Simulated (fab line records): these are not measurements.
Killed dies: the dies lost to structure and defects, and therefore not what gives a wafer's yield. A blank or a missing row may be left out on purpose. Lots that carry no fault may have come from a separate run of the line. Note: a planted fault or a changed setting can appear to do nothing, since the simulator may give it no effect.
Matching of chambers | flow berkeley cmos170 | UCB170_ZERO_ETCH_06 on rie diel-02 has 4 sister chambers
The step etches SiO2 in CHF3/CF4/Ar, time 12 s. 8 wafers are shown with their chamber, then 7 later ones without.

EACH WAFER AND ITS CHAMBER
wafer  | chamber | throttle valve pct (%) | drypump motor current A (A)
L325.5 | 3       | 9.28                   | 5.5
L326.3 | 0       | 9.34                   | 5.7
L326.5 | 1       | 9.20                   | 5.3
L329.1 | 2       | 9.19                   | 5.8
L329.3 | 1       | 9.20                   | 5.3
L329.5 | 0       | 9.32                   | 5.8
L333.1 | 2       | 9.17                   | 5.9
L333.4 | 3       | 9.28                   | 5.5

WAFERS MISSING THEIR CHAMBER
wafer  | throttle valve pct (%) | drypump motor current A (A)
L333.5 | 9.18                   | 5.3
L335.1 | 9.33                   | 5.8
L335.2 | 9.18                   | 5.8
L335.5 | 9.20                   | 5.9
L346.3 | 9.20                   | 5.3
L346.5 | 9.17                   | 5.9
L346.6 | 9.20                   | 5.3

CHAMBER TAKEN BY EACH
wafer  | from the rows above | in truth
L333.5 | 1                   | 1
L335.1 | 0                   | 0
L335.2 | 2                   | 2
L335.5 | 2                   | 2
L346.3 | 1                   | 1
L346.5 | 2                   | 2
L346.6 | 1                   | 1
Correct placement for 7 of the 7. Not placeable from these rows: 0. 0 placed wrongly.
How it was worked out, from the rows above alone: a wafer's distance from a chamber is the root of the sum, over the readings, of the square of ((its reading less the chamber's mean) divided by the reading's scatter). If the next closest chamber is less than 2 further off than the closest, the wafer can't be placed; otherwise it belongs to the closest. A chamber's mean is the mean of its shown wafers. The scatter: take each reading less its chamber's mean, square it, sum over the shown wafers, divide by the number of wafers less the number of chambers, and take the root.
